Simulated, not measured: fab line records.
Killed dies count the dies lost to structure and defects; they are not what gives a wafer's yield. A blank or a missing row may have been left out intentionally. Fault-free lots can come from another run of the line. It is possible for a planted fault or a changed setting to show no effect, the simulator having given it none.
fab line records | flow berkeley-cmos170
record lots=14 wafers=42 last-day=12
route steps=331 shown PFIELD@86
lots that met no fault: from a run of the same line without faults
start-h: the number of hours between the record's first day and the start of the first shown wafer of the lot | wait-h: hours since the lot's step before | " as in the row above | L1.1+2: a row that stands for several wafers | - no value present, or no start provided | * or withheld: withheld | < > ~ a bound
route shown NAME@n: NAME is a module with steps in the file, n the number in the route of the first one | usual: mean and standard deviation over wafers with no fault | same: alike in all rows | chamber/n: place in a boat | sites: per-site readings | _std_site: standard deviation of those values | _edge_site: inner sites' mean taken away from outer sites' mean | radius-mm: how far each site lies from the wafer's centre | mask NAME#n: copy n | behind: the most recent tool/chamber to have shaped the wafer | hold: what put the lot on hold/how long, in hours/how the hold closed | device: the n, p or np transistor that did not switch | end of line: the same wafers' tests at the end of the route | a step without rows: its recipe alone | killed: not the wafer's yield, but the dies lost to structure and defects at the first sort | map: a wafer's dies, x killed, . not, _ none there
set.NAME: the setting the step ran with; set.NAME@STEP: the setting that earlier step ran with | model.NAME: the simulator's own value behind a step, which no gauge read
a sample of lots followed through the steps of the route, with each step as a table and each wafer as a row
services: the hour from which a tool's chamber was out of use, counted from the record's first day as start-h (under 0 if before that day), plus the number of hours and why
## steps
# step UCB170_PFIELD_IMPLANT_07
# recipe species=B dose-cm2=2e+13 energy-kev=79.3 tilt-deg=7
# usual dose-ions-cm2=2.0002e+13/2.2e+10 faraday-current-uA=63.7/1.3
# columns lot.wafer tool chamber start-h wait-h dose-ions-cm2 faraday-current-uA
L242.1 implanter-01 0 90.30 0.0 2.0001e+13 63.0
L242.3 " 0 " " 2.005e+13 63.1
L242.4 " 0 " " 2.0033e+13 61.2
L245.3 implanter-01 0 104.26 0.1 2.0003e+13 62.8
L245.5 " 0 " " 1.9989e+13 64.4
L245.6 " 0 " " 2.0004e+13 63.7
L244.2 implanter-02 0 104.70 0.0 1.9992e+13 64.5
L244.5 " 0 " " 2.0021e+13 65.6
L244.6 " 0 " " 1.997e+13 64.2
L248.3 implanter-02 0 134.22 0.1 2.199e+13 72.1
L248.4 " 0 " " 2.2003e+13 72.6
L248.6 " 0 " " 2.2017e+13 71.2
L254.1 implanter-01 0 141.92 0.0 2.0014e+13 65.9
L254.2 " 0 " " 2.001e+13 63.4
L254.4 " 0 " " 1.9976e+13 65.6
L252.1 implanter-02 0 142.20 0.0 2.2019e+13 69.7
L252.3 " 0 " " 2.199e+13 69.3
L252.6 " 0 " " 2.1963e+13 67.4
L255.1 implanter-01 0 147.00 0.0 1.9976e+13 63.5
L255.3 " 0 " " 1.9992e+13 63.6
L255.6 " 0 " " 1.9964e+13 62.4
L257.3 implanter-03 0 155.27 0.1 2e+13 65.3
L257.5 " 0 " " 1.9992e+13 63.7
L257.6 " 0 " " 2.0004e+13 63.0
L258.1 implanter-03 0 173.47 0.0 2.0033e+13 65.7
L258.4 " 0 " " 2.0047e+13 65.0
L258.5 " 0 " " 2.0049e+13 63.0
L260.1 implanter-03 0 178.98 0.0 2.005e+13 65.3
L260.2 " 0 " " 2.0019e+13 64.4
L260.6 " 0 " " 2.0027e+13 62.4
L261.3 implanter-03 0 189.56 0.1 1.9985e+13 64.6
L261.4 " 0 " " 1.999e+13 64.7
L261.5 " 0 " " 2.003e+13 61.6
L264.3 implanter-03 0 199.00 0.1 1.9971e+13 62.7
L264.4 " 0 " " 2.0028e+13 63.3
L264.6 " 0 " " 2.0027e+13 62.3
L263.3 implanter-02 0 199.56 0.1 2.001e+13 64.4
L263.4 " 0 " " 2.0033e+13 64.6
L263.5 " 0 " " 1.998e+13 63.8
L265.2 implanter-03 0 200.83 0.0 2.0015e+13 64.4
L265.3 " 0 " " 1.9989e+13 64.7
L265.5 " 0 " " 1.9988e+13 62.4
# step UCB170_PFIELD_TW_MEAS_09
# usual PFIELD_TW=600/6.7
# columns lot.wafer tool chamber start-h wait-h hold PFIELD_TW
L242.1 film-metro-04 - 90.55 0.1 - 609
L242.3 " - " " - 601
L242.4 " - " " - 604
L245.3 film-metro-01 - 104.48 0.1 - 612
L245.5 " - " " - 610
L245.6 " - " " - 608
L244.2 film-metro-04 - 104.93 0.1 - 597
L244.5 " - " " - 596
L244.6 " - " " - 602
L248.3 film-metro-01 - 134.44 0.1 await-dispo/0.2h/release 629
L248.4 " - " " await-dispo/0.2h/release 629
L248.6 " - " " await-dispo/0.2h/release 631
L248.3 film-metro-01 - 134.77 0.3 - 629
L248.4 " - " " - 629
L248.6 " - " " - 625
L254.1 film-metro-04 - 142.17 0.1 - 602
L254.2 " - " " - 605
L254.4 " - " " - 608
L252.1 film-metro-02 - 142.45 0.1 - 614
L252.3 " - " " - 615
L252.6 " - " " - 613
L255.1 film-metro-02 - 147.25 0.1 - 598
L255.3 " - " " - 594
L255.6 " - " " - 592
L257.3 film-metro-04 - 155.49 0.1 - 603
L257.5 " - " " - 602
L257.6 " - " " - 603
L258.1 film-metro-01 - 173.72 0.1 - 607
L258.4 " - " " - 609
L258.5 " - " " - 607
L260.1 film-metro-02 - 179.23 0.1 - 592
L260.2 " - " " - 592
L260.6 " - " " - 592
L261.3 film-metro-01 - 189.78 0.1 - 609
L261.4 " - " " - 611
L261.5 " - " " - 609
L264.3 film-metro-02 - 199.22 0.1 - 592
L264.4 " - " " - 593
L264.6 " - " " - 592
L263.3 film-metro-02 - 199.78 0.1 - 600
L263.4 " - " " - 593
L263.5 " - " " - 591
L265.2 film-metro-04 - 201.06 0.1 - 602
L265.3 " - " " - 603
L265.5 " - " " - 600
## services
# columns tool chamber start-h hours kind
implanter-03 - 130.31 2.4 repair
implanter-03 - 139.18 1.8 repair
implanter-03 - 180.03 6.5 repair
implanter-01 - 194.36 2.3 repair
implanter-02 - 200.52 0.6 repair
## key
first-sign step=UCB170_PFIELD_IMPLANT_07 reading=dose-ions-cm2 direction=up sigmas=90 usual=2.0002e+13 struck=2.1997e+13
effect step=UCB170_PFIELD_IMPLANT_07 reading=faraday-current-uA direction=up sigmas=5.1 usual=63.7 struck=70.4
effect step=UCB170_PFIELD_TW_MEAS_09 reading=visit direction=added
met-at UCB170_PFIELD_IMPLANT_07
struck-lots L248,L252
tester-left-out L248,L252
onset-between 104.70 134.22
fault kind=process-parameter-drift tool=implanter-02 chamber=- onset-h=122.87 steps=UCB170_PFIELD_IMPLANT_07 channel=dose-cm2 offset=2e+12 shape=step end-h=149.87 acts-in=these-recipes-only stated=2e+13
# tester-left-out: of these lots the tester's yield and bins aren't shown, on N5 and GAA mostly nor the transistor test; their killed dies are dies lost to structure and defects alone, not to doping, threshold or leakage, so they don't give the yield
